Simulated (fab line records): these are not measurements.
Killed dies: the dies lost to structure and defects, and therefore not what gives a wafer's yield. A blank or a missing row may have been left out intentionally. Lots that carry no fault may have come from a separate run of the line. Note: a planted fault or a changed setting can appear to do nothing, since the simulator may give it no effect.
2 desks looking at one fault :: flow berkeley cmos170 :: each desk holds nothing but its own numbers, with what lay behind them at the end

## THE METROLOGY DESK
Means of the sampled wafers that have a number, per lot and without regard to the tool the lot ran on: this is what the gauges read. Marked OUT: a lot whose mean sits more than 4 standard deviations from the usual mean, which makes it out of limits; the brackets give that distance.
Columns: A = GATE_OVL at UCB170_GATE_OVL_MEAS_13, usual 0 nm; B = cd nm at UCB170_M3_CD_MEAS_15, usual 699.8 nm
lot: L929
first seen here: day 6 12:36
A: 0
B: 698.9

lot: L928
first seen here: day 6 12:53
A: -4
B: 696.3

lot: L930
first seen here: day 6 15:23
A: -2
B: 699.7

lot: L931
first seen here: day 6 17:05
A: -0
B: 700.4

lot: L934
first seen here: day 7 16:53
A: 4
B: 700.5

lot: L935
first seen here: day 7 17:41
A: 7
B: 699.5

lot: L937
first seen here: day 8 13:50
A: -6
B: 700.3

lot: L938
first seen here: day 8 14:23
A: 1
B: 703.0

lot: L942
first seen here: day 9 05:10
A: 1
B: 700.1

lot: L943
first seen here: day 9 05:34
A: -3
B: 699.5

lot: L941
first seen here: day 9 05:50
A: 1
B: 697.5

lot: L948
first seen here: day 10 00:11
A: -0
B: 699.4

lot: L946
first seen here: day 10 00:24
A: 10
B: 698.5

lot: L949
first seen here: day 10 16:56
A: 1
B: 699.0
Finding of this desk: none of the 14 lots has anything out of limits.

## THE TOOL OWNER'S DESK: litho track-03
The tool's own readings at UCB170_ACTIVE_SOFTBAKE_09 (time 60 s): means of the sampled wafers that have a number, for each lot that ran on this tool. Marked OUT: a lot whose mean sits more than 4 standard deviations from the usual mean, which makes it out of limits; the brackets give that distance.
Columns: A = heater power total W at UCB170_ACTIVE_SOFTBAKE_09, usual 56.81 W; B = run length s at UCB170_ACTIVE_SOFTBAKE_09, usual 89.33 s
lot: L929
first seen here: day 4 14:32
A: 56.81
B: 89.66

lot: L930
first seen here: day 4 22:13
A: 56.83
B: 89.56

lot: L937
first seen here: day 6 10:27
A: 56.85
B: 89.62

lot: L942
first seen here: day 7 10:12
A: 56.79
B: 89.58

lot: L946
first seen here: day 7 23:55
A: 59.97 (+72) OUT
B: 78.87 (-45) OUT

lot: L949
first seen here: day 8 15:27
A: 59.99 (+72) OUT
B: 78.86 (-46) OUT
This desk finds L946, L949 out of limits, L946 being first, at day 7 23:55 (heater power total W at UCB170_ACTIVE_SOFTBAKE_09). L929, L930, L937, L942: within limits.

## TAKEN TOGETHER
On L946, L949, at day 7 23:55, an alarm was possible from the tool owner's desk.
From the metrology desk's view, nothing was out of limits.
The metrology desk holds a record of L946, L949, inside its limits.
All the named lots went through UCB170_ACTIVE_SOFTBAKE_09 on litho track-03.

## WHAT THE SIMULATOR HAD INSERTED
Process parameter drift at UCB170_ACTIVE_SOFTBAKE_09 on litho track-03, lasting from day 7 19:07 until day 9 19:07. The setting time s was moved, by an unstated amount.
Lots struck among those shown: L946, L949.
Delay in hours, fault start to first out-of-limits reading, by desk: the tool owner's desk at 5.
